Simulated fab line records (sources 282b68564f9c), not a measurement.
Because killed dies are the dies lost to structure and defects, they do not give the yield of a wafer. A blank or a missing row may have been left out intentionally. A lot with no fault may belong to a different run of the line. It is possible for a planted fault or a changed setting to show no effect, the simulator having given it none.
Which tool did it?    flow ritCmos    14 lots with 42 wafers sampled at 3 steps, on a route of 202 steps

== WHAT EACH GAUGE READ, for each wafer ==
RIT_NWELL_TW_MEAS_10.
lot   measured     on            NWELL_TW
L372  day 1 23:18  filmMetro-04  2193 2185 2186
L373  day 2 07:06  filmMetro-03  2155 2161 2154
L374  day 2 09:03  filmMetro-01  2149 2131 2136
L375  day 2 12:34  filmMetro-04  2184 2190 2172
L376  day 2 21:06  filmMetro-04  2186 2168 2175
L379  day 3 14:29  filmMetro-01  2142 2133 2145
L381  day 3 19:52  filmMetro-04  2155 2157 2154
L382  day 4 03:49  filmMetro-04  2184 2188 2178
L386  day 4 20:50  filmMetro-04  2174 2173 2178
L388  day 5 06:23  filmMetro-04  2179 2162 2168
L389  day 5 14:04  filmMetro-04  2166 2185 2169
L391  day 5 23:25  filmMetro-03  2169 2170 2173
L392  day 6 05:34  filmMetro-01  2121 2131 2132
L395  day 6 16:44  filmMetro-03  2170 2179 2178

RIT_NRETRO_OVL_MEAS_06.
lot   measured     on          NRETRO_OVL (nm)
L372  day 2 07:25  overlay-01  2.5 2.4 0.6
L373  day 2 15:02  overlay-01  1.4 0.4 1.2
L374  day 2 17:38  overlay-02  1.2 0.9 -0.1
L375  day 2 22:26  overlay-02  -1.1 -0.1 -0.6
L376  day 3 07:06  overlay-01  -1.0 -1.6 -1.7
L379  day 3 23:01  overlay-02  2.2 2.1 1.5
L381  day 4 04:05  overlay-02  -1.0 -0.9 0.4
L382  day 4 11:51  overlay-01  -0.5 -1.3 -2.0
L386  day 5 05:40  overlay-01  -0.1 2.3 0.6
L388  day 5 14:23  overlay-01  1.0 -1.1 -0.2
L389  day 5 22:13  overlay-01  -1.8 0.0 -0.1
L391  day 6 09:20  overlay-01  -0.3 1.1 1.3
L392  day 6 13:47  overlay-01  0.8 2.4 1.9
L395  day 7 00:56  overlay-01  0.4 -0.3 -0.1

== EACH LOT AND THE TOOL THAT RAN IT (in order: tool; ch and the chambers of the sampled wafers; start) ==
lot   RIT_ACTIVE_COAT_06
L372  lithoTrack-02 ch 0, day 1 14:15
L373  lithoTrack-02 ch 0, day 1 20:41
L374  lithoTrack-04 ch 0, day 1 23:58
L375  lithoTrack-04 ch 0, day 2 05:24
L376  lithoTrack-04 ch 0, day 2 10:37
L379  lithoTrack-02 ch 0, day 3 02:38
L381  lithoTrack-04 ch 0, day 3 11:42
L382  lithoTrack-02 ch 0, day 3 17:49
L386  lithoTrack-04 ch 0, day 4 12:45
L388  lithoTrack-04 ch 0, day 4 22:24
L389  lithoTrack-03 ch 0, day 5 05:01
L391  lithoTrack-04 ch 0, day 5 15:06
L392  lithoTrack-04 ch 0, day 5 18:29
L395  lithoTrack-03 ch 0, day 6 08:44
- RIT_ACTIVE_COAT_06: resist thk 1000 nm.

== WHAT THE TOOLS THEMSELVES READ (means of the sampled wafers that have a number; where no wafer has one, the mark that the record gives instead) ==
RIT_ACTIVE_COAT_06.
lot   tool           resistLineTempC (C)  spinSpeedRpm (rpm)
L372  lithoTrack-02  22.92                3252.0
L373  lithoTrack-02  22.97                3253.1
L374  lithoTrack-04  22.90                3250.8
L375  lithoTrack-04  23.10                3248.7
L376  lithoTrack-04  23.02                3250.0
L379  lithoTrack-02  23.11                2866.9
L381  lithoTrack-04  22.90                3249.9
L382  lithoTrack-02  23.06                2867.4
L386  lithoTrack-04  23.11                3249.2
L388  lithoTrack-04  22.99                3251.8
L389  lithoTrack-03  22.97                3249.6
L391  lithoTrack-04  22.97                3251.0
L392  lithoTrack-04  22.96                3251.6
L395  lithoTrack-03  23.02                3250.5

== THE ANSWER, worked out from the rows above alone ==
Rule: what is usual is taken from the lots themselves. The widest of any qualifying gaps counts: lots, ordered by their means at a reading, are off when they make up no more than a third of the lots, leave a main group of 4 or more, and stand apart from it by 3 or more times the standard deviation of that group's means. A main group is skipped when, at the precision printed for the reading in the tables above, its means are all equal. A lot without any number at a reading at which 4 lots or more have one is off too. Any other lot the step has rows for is counted as sound. After the gauges, taken in route order, come the tools' own readings; for these a lot's mean is taken, as printed above. At the first step where some lot is off, the reading lying furthest off is the one used; lots without a number count as furthest.
Off: L379, L382, at RIT_ACTIVE_COAT_06 (spinSpeedRpm). The main group has a mean of 3250.7 rpm with a standard deviation of 1.2.
If a tool, at that step or one of the process steps before it, ran each lot that is off and ran no sound lot following the first of them, it fits. One fits: RIT_ACTIVE_COAT_06 on lithoTrack-02. A fault onset in the window from L373 (day 1 20:41, its last sound lot) to L379 (day 3 02:38, its first lot off) fits.
On the lots that are off, the tool's own readings at RIT_ACTIVE_COAT_06 differ by more than 5 times the standard deviation of the sound lots' means, which bears it out; spinSpeedRpm reads 2867.2 rpm there versus 3250.7 rpm on the sound lots.

== WHAT THE SIMULATOR PUT IN ==
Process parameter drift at RIT_ACTIVE_COAT_06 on lithoTrack-02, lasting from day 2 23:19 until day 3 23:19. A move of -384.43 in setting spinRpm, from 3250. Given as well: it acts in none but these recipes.
Lots struck among those shown: L379, L382. The same result came from the rule above.
